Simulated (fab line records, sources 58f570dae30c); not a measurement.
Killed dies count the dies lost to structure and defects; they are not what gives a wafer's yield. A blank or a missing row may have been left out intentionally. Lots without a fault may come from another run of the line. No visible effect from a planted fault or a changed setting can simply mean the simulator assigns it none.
fab line records -- flow berkeley-cmos170
record lots=7, wafers=21, last-day=13
route steps=331 shown PSD@179 NSD@187
lots that met no fault: taken from a fault-free run of the same line
start-h: hours from the record's opening day to when the first of the lot's shown wafers began -- wait-h: time in hours since the lot's previous step -- " identical to the entry in the row above -- L1.1+2: one row covering several wafers at once -- - no value present, or no start provided -- * or withheld: withheld -- < > ~ a bound
route shown NAME@n: a module of which the file shows steps, and the number in the route of the first -- usual: mean/standard deviation of fault-free wafers -- same: alike in all rows -- chamber/n: place in a boat -- sites: each site's reading -- _std_site: their standard deviation -- _edge_site: inner sites' mean taken away from outer sites' mean -- radius-mm: how far each site lies from the wafer's centre -- mask NAME#n: copy n -- behind: the tool/chamber that last shaped the wafer -- hold: cause of the lot's hold/its duration in hours/its outcome -- device: whichever transistor did not switch (one of n, p or np) -- end of line: the tests these same wafers got at the end of their route -- a step without rows: its recipe alone -- killed: not the wafer's yield, but the dies lost to structure and defects at the first sort -- map: a wafer's dies, marking killed ones x, the rest . and places with no die _
set.NAME: the setting the step ran with; set.NAME@STEP: the setting that earlier step ran with -- model.NAME: the simulator's own value behind a step, which no gauge read
lots at some steps of the route; a table a step, a row a wafer
services: from which hour (start-h, from the record's first day; less than 0 if before it) a tool's chamber was out of use, for how many hours, and why
## steps
# step UCB170_PSD_PEB_04
# recipe peb-temp-c=130, peb-time-s=withheld, resist=KrF
# step UCB170_PSD_DEVELOP_05
# recipe developer=TMAH, develop-time-s=45, resist=KrF, dev-temp-c=21
# step UCB170_PSD_CD_MEAS_06
# recipe target-cd-nm=1200
# usual cd-nm=1199.8/1.3
lot.wafer,tool,chamber,start-h,wait-h,cd-nm
L523.1,cd-sem-01,-,208.03,-,1200.3
L523.5,cd-sem-01,-,208.03,-,1201.3
L523.6,cd-sem-01,-,208.03,-,1198.7
L525.2,cd-sem-02,-,208.10,-,1200.7
L525.3,cd-sem-02,-,208.10,-,1201.1
L525.5,cd-sem-02,-,208.10,-,1200.1
L520.3,cd-sem-02,-,208.24,-,1198.4
L520.4,cd-sem-02,-,208.24,-,1198.9
L520.5,cd-sem-02,-,208.24,-,1198.8
L528.1,cd-sem-02,-,236.09,-,1199.3
L528.2,cd-sem-02,-,236.09,-,1198.7
L528.3,cd-sem-02,-,236.09,-,1199.9
L535.3,cd-sem-02,-,274.11,-,1198.8
L535.4,cd-sem-02,-,274.11,-,1199.3
L535.5,cd-sem-02,-,274.11,-,1198.3
L536.2,cd-sem-01,-,274.22,-,1199.8
L536.4,cd-sem-01,-,274.22,-,1197.9
L536.5,cd-sem-01,-,274.22,-,1199.0
L533.1,cd-sem-01,-,274.75,-,1197.8
L533.4,cd-sem-01,-,274.75,-,1200.8
L533.6,cd-sem-01,-,274.75,-,1200.3
# step UCB170_PSD_OVL_MEAS_07
# usual PSD_OVL=2/5.4
lot.wafer,tool,chamber,start-h,wait-h,PSD_OVL[nm]
L523.1,overlay-02,-,208.15,0.1,-4
L523.5,overlay-02,-,208.15,0.1,9
L523.6,overlay-02,-,208.15,0.1,5
L525.2,overlay-01,-,208.21,0.1,-3
L525.3,overlay-01,-,208.21,0.1,3
L525.5,overlay-01,-,208.21,0.1,1
L520.3,overlay-02,-,208.33,0.1,6
L520.4,overlay-02,-,208.33,0.1,2
L520.5,overlay-02,-,208.33,0.1,-5
L528.1,overlay-02,-,236.21,0.1,-10
L528.2,overlay-02,-,236.21,0.1,-2
L528.3,overlay-02,-,236.21,0.1,-4
L535.3,overlay-02,-,274.20,0.1,-6
L535.4,overlay-02,-,274.20,0.1,-6
L535.5,overlay-02,-,274.20,0.1,-4
L536.2,overlay-01,-,274.33,0.1,5
L536.4,overlay-01,-,274.33,0.1,8
L536.5,overlay-01,-,274.33,0.1,6
L533.1,overlay-02,-,274.87,0.1,-1
L533.4,overlay-02,-,274.87,0.1,-8
L533.6,overlay-02,-,274.87,0.1,-6
# step UCB170_PSD_IMPLANT_08
# recipe species=B, dose-cm2=3e+15, energy-kev=20, tilt-deg=7
# step UCB170_PSD_STRIP_09
# recipe chemistry=O2, power-w=400, pressure-mtorr=3500, platen-temp-c=withheld, o2-flow-sccm=400, overash-fraction=0.5
# usual drypump-motor-current-A=5.33/0.3, o2-flow-sccm=399.9/1.2, oes-product-au=0.600/0.0045, strip-time-to-endpoint-s=29.39/0.065
lot.wafer,tool,chamber,start-h,wait-h,drypump-motor-current-A,o2-flow-sccm,oes-product-au,rf-hours-counter-h,strip-time-to-endpoint-s
L523.1,plasma-asher-01,1,208.34,0.1,5.23,401.3,0.601,41,29.33
L523.5,plasma-asher-01,1,208.34,0.1,5.21,400.7,0.597,-,29.35
L523.6,plasma-asher-01,0,208.34,0.1,5.31,401.3,0.601,-,29.46
L525.2,plasma-asher-03,1,208.39,0.1,5.52,399.5,0.604,9,29.44
L525.3,plasma-asher-03,0,208.39,0.1,5.44,400.0,0.594,-,29.41
L525.5,plasma-asher-03,1,208.39,0.1,5.49,399.3,0.611,-,29.44
L520.3,plasma-asher-01,0,208.54,0.1,5.31,402.1,0.610,-,29.26
L520.4,plasma-asher-01,1,208.54,0.1,5.21,398.6,0.599,-,29.36
L520.5,plasma-asher-01,0,208.54,0.1,5.29,401.3,0.600,-,29.35
L528.1,plasma-asher-03,0,236.39,0.1,5.44,399.5,0.603,14,29.41
L528.2,plasma-asher-03,1,236.39,0.1,5.50,397.7,0.600,14,29.39
L528.3,plasma-asher-03,1,236.39,0.1,5.49,398.2,0.603,-,29.42
L535.3,plasma-asher-02,1,274.41,0.1,5.70,398.7,0.599,-,29.36
L535.4,plasma-asher-02,0,274.41,0.1,4.74,400.0,0.592,-,29.45
L535.5,plasma-asher-02,1,274.41,0.1,5.72,399.5,0.605,-,29.42
L536.2,plasma-asher-03,1,274.51,0.1,5.50,400.9,0.598,18,29.31
L536.4,plasma-asher-03,0,274.51,0.1,5.42,398.8,0.599,-,29.40
L536.5,plasma-asher-03,0,274.51,0.1,5.42,399.4,0.607,-,29.29
L533.1,plasma-asher-02,1,275.06,0.1,5.72,398.8,0.603,56,29.37
L533.4,plasma-asher-02,1,275.06,0.1,5.73,399.0,0.594,-,29.32
L533.6,plasma-asher-02,0,275.06,0.1,4.69,399.0,0.597,-,29.31
# step UCB170_PSD_TW_MEAS_10
# usual PSD_TW=2325/23
lot.wafer,tool,chamber,start-h,wait-h,PSD_TW
L523.1,film-metro-01,-,208.44,0.1,2373
L523.5,film-metro-01,-,208.44,0.1,2355
L523.6,film-metro-01,-,208.44,0.1,2341
L525.2,film-metro-03,-,208.50,0.1,2339
L525.3,film-metro-03,-,208.50,0.1,2340
L525.5,film-metro-03,-,208.50,0.1,2334
L520.3,film-metro-01,-,208.63,0.1,2358
L520.4,film-metro-01,-,208.63,0.1,2350
L520.5,film-metro-01,-,208.63,0.1,2353
L528.1,film-metro-01,-,236.49,0.1,2338
L528.2,film-metro-01,-,236.49,0.1,2343
L528.3,film-metro-01,-,236.49,0.1,2342
L535.3,film-metro-01,-,274.49,0.1,2349
L535.4,film-metro-01,-,274.49,0.1,2344
L535.5,film-metro-01,-,274.49,0.1,2361
L536.2,film-metro-02,-,274.62,0.1,2298
L536.4,film-metro-02,-,274.62,0.1,2290
L536.5,film-metro-02,-,274.62,0.1,2303
L533.1,film-metro-02,-,275.16,0.1,2314
L533.4,film-metro-02,-,275.16,0.1,2300
L533.6,film-metro-02,-,275.16,0.1,2299
# step UCB170_PSD_CLEAN_11
# recipe chemistry=SPM, temp-c=120, time-s=600
# step UCB170_NSD_HMDS_00
# recipe prime-time-s=60, prime-temp-c=100
# step UCB170_NSD_COAT_01
# recipe resist=KrF, spin-rpm=1500, resist-thk-nm=900
# step UCB170_NSD_SOFTBAKE_02
# recipe resist=KrF, temp-c=130, time-s=62.12
# usual plate-sensor-t-centre-C=131.41/0.0099, plate-sensor-t-edge-C=131.53/0.0095
lot.wafer,tool,chamber,start-h,wait-h,plate-sensor-t-centre-C,plate-sensor-t-edge-C
L523.1,litho-track-04,0,209.20,0.1,131.4,131.52
L523.5,litho-track-04,0,209.20,0.1,131.4,131.54
L523.6,litho-track-04,0,209.20,0.1,131.4,131.52
L525.2,litho-track-03,0,209.52,0.1,131.41,131.53
L525.3,litho-track-03,0,209.52,0.1,131.4,131.52
L525.5,litho-track-03,0,209.52,0.1,131.4,131.52
L520.3,litho-track-04,0,209.70,0.1,131.42,131.53
L520.4,litho-track-04,0,209.70,0.1,131.39,131.53
L520.5,litho-track-04,0,209.70,0.1,131.42,131.53
L528.1,litho-track-01,0,237.89,0.1,131.42,131.54
L528.2,litho-track-01,0,237.89,0.1,131.4,131.54
L528.3,litho-track-01,0,237.89,0.1,131.41,131.53
L535.3,litho-track-01,0,275.06,0.1,131.41,131.55
L535.4,litho-track-01,0,275.06,0.1,131.42,131.51
L535.5,litho-track-01,0,275.06,0.1,131.42,131.53
L536.2,litho-track-04,0,275.41,0.1,131.41,131.53
L536.4,litho-track-04,0,275.41,0.1,131.4,131.54
L536.5,litho-track-04,0,275.41,0.1,131.43,131.52
L533.1,litho-track-01,0,276.02,0.1,131.41,131.55
L533.4,litho-track-01,0,276.02,0.1,131.41,131.54
L533.6,litho-track-01,0,276.02,0.1,131.42,131.55
# step UCB170_NSD_EXPOSE_03
# recipe mask-id=NSELECT_MOD, na=0.5, sigma-outer=0.6, source-shape=conventional, target-cd-nm=1200, dose-mj=30
# step UCB170_NSD_PEB_04
# recipe peb-temp-c=130, peb-time-s=withheld, resist=KrF
# usual chill-plate-temp-C=23.01/0.12, exhaust-pa=45.0/0.88
lot.wafer,tool,chamber,start-h,wait-h,chill-plate-temp-C,exhaust-pa
L523.1,litho-track-01,-,210.37,0.8,-,-
L523.5,litho-track-01,-,210.37,0.8,-,-
L523.6,litho-track-01,-,210.37,0.8,-,-
L525.2,litho-track-04,-,210.55,0.9,-,-
L525.3,litho-track-04,-,210.55,0.9,-,-
L525.5,litho-track-04,-,210.55,0.9,-,-
L520.3,litho-track-01,-,210.69,0.8,-,-
L520.4,litho-track-01,-,210.69,0.8,-,-
L520.5,litho-track-01,-,210.69,0.8,-,-
L528.1,litho-track-01,0,238.49,0.2,23.16,45.0
L528.2,litho-track-01,0,238.49,0.2,23.10,45.4
L528.3,litho-track-01,0,238.49,0.2,23.10,46.8
L535.3,litho-track-01,0,275.49,0.3,22.93,46.3
L535.4,litho-track-01,0,275.49,0.3,23.14,45.3
L535.5,litho-track-01,0,275.49,0.3,23.04,44.1
L536.2,litho-track-04,0,276.01,0.3,23.06,43.8
L536.4,litho-track-04,0,276.01,0.3,23.08,43.6
L536.5,litho-track-04,0,276.01,0.3,22.95,42.9
L533.1,litho-track-03,0,276.74,0.6,23.16,44.8
L533.4,litho-track-03,0,276.74,0.6,23.16,44.9
L533.6,litho-track-03,0,276.74,0.6,23.25,44.7
# step UCB170_NSD_DEVELOP_05
# recipe developer=TMAH, develop-time-s=45, resist=KrF, dev-temp-c=21
## services
tool,chamber,start-h,hours,kind
plasma-asher-02,-,218.78,3.2,repair
plasma-asher-01,-,224.88,12.6,repair
## key
first-sign step=UCB170_NSD_PEB_04, reading=tool-record, direction=missing
effect none on later readings
met-at UCB170_NSD_PEB_04
struck-wafers L520.3,L520.4,L520.5,L523.1,L523.5,L523.6,L525.2,L525.3,L525.5
sort-left-out L520.3,L520.4,L520.5,L523.1,L523.5,L523.6,L525.2,L525.3,L525.5
tester-left-out L520,L523,L525
fault kind=skipped-step-whole, tool=litho-track-01,litho-track-04, chamber=-, onset-h=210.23, steps=UCB170_NSD_PEB_04, scope=struck-lots-only
# tester-left-out: of these lots the tester's yield and bins aren't shown, on N5 and GAA mostly nor the transistor test; their killed dies are dies lost to structure and defects alone, not to doping, threshold or leakage, so they don't give the yield
# sort-left-out: the simulated sort isn't trusted on such a fault, so these wafers' sort isn't shown, and their yield isn't known
